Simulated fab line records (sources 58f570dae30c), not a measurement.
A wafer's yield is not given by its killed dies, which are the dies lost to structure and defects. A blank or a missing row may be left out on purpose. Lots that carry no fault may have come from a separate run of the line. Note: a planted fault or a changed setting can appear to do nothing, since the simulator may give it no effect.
A single fault, viewed from 2 desks	flow berkeley-cmos170	every desk sees just its own numbers, and what lay behind them comes last

## METROLOGY DESK
Lot by lot, what the gauges showed, no matter which tool ran the lot: averages of those sampled wafers that carry a number. Marked OUT: a lot whose mean sits more than 4 standard deviations from the usual mean, which makes it out of limits; the brackets give that distance.
Columns: A = cd-nm at UCB170_NLDD_CD_MEAS_06, usual 1200.5 nm; B = V1_OVL at UCB170_V1_OVL_MEAS_13, usual 3 nm
lot	first seen here	A	B
L649	day 5 19:56	1199.7	-8
L650	day 6 07:53	1199.9	10
L652	day 6 21:02	1202.2	8
L655	day 6 21:16	1199.4	0
L653	day 6 21:31	1200.5	-2
L658	day 7 21:57	1200.2	2
L660	day 8 07:49	1200.8	7
L661	day 8 07:57	1200.8	9
L662	day 8 23:08	1201.9	-3
L665	day 9 11:07	1199.5	10
L666	day 9 11:40	1198.7	-2
L668	day 10 10:16	1200.3	10
L669	day 10 10:34	1200.6	2
L671	day 10 18:18	1202.2	-4
Finding of this desk: none of the 14 lots has anything out of limits.

## AT THE TOOL OWNER'S DESK: rie-metal-04
The tool's own readings at UCB170_M1_METAL_ETCH_12 (etches Al in Cl2/BCl3, stops on PSG, target depth 780 nm, time 130 s): means of the sampled wafers that have a number, for each lot that ran on this tool. Marked OUT: a lot whose mean sits more than 4 standard deviations from the usual mean, which makes it out of limits; the brackets give that distance.
Columns: A = chamber-pressure-mTorr at UCB170_M1_METAL_ETCH_12, usual 12.001 mTorr; B = drypump-motor-current-A at UCB170_M1_METAL_ETCH_12, usual 5.3 A; C = he-backside-leak-sccm at UCB170_M1_METAL_ETCH_12, usual 3.23 sccm; D = oes-product-au at UCB170_M1_METAL_ETCH_12, usual 0.851 a.u.; E = throttle-valve-pct at UCB170_M1_METAL_ETCH_12, usual 24.35 %
lot	first seen here	A	B	C	D	E
L655	day 7 18:04	12.009	5.0	3.35	0.852	24.53
L661	day 9 01:01	11.995	5.1	3.14	0.850	24.38
L665	day 10 11:29	11.999	5.1	3.02	0.844	24.39
L668	day 11 04:43	12.001	5.1	3.21	0.786 (-4.4) OUT	24.42
L669	day 11 06:38	11.996	5.1	3.10	0.783 (-4.5) OUT	24.36
Finding of this desk: L668, L669 out of limits; the first was L668 at day 11 04:43, on oes-product-au at UCB170_M1_METAL_ETCH_12. In limits: L655, L661, L665.

## PUT TOGETHER
The tool owner's desk could have raised an alarm at day 11 04:43, on L668, L669.
From the metrology desk's view, nothing was out of limits.
The metrology desk holds a record of L668, L669, inside its limits.
Every lot named ran UCB170_M1_METAL_ETCH_12 on rie-metal-04.

## WHAT HAD BEEN PUT IN BY THE SIMULATOR
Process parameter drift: rie-metal-04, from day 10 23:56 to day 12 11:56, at UCB170_M1_METAL_ETCH_12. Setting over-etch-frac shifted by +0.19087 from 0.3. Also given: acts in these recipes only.
Shown lots that were struck: L668, L669.
How many hours passed from the start of the fault until each desk's first out-of-limits reading: the tool owner's desk, 5.
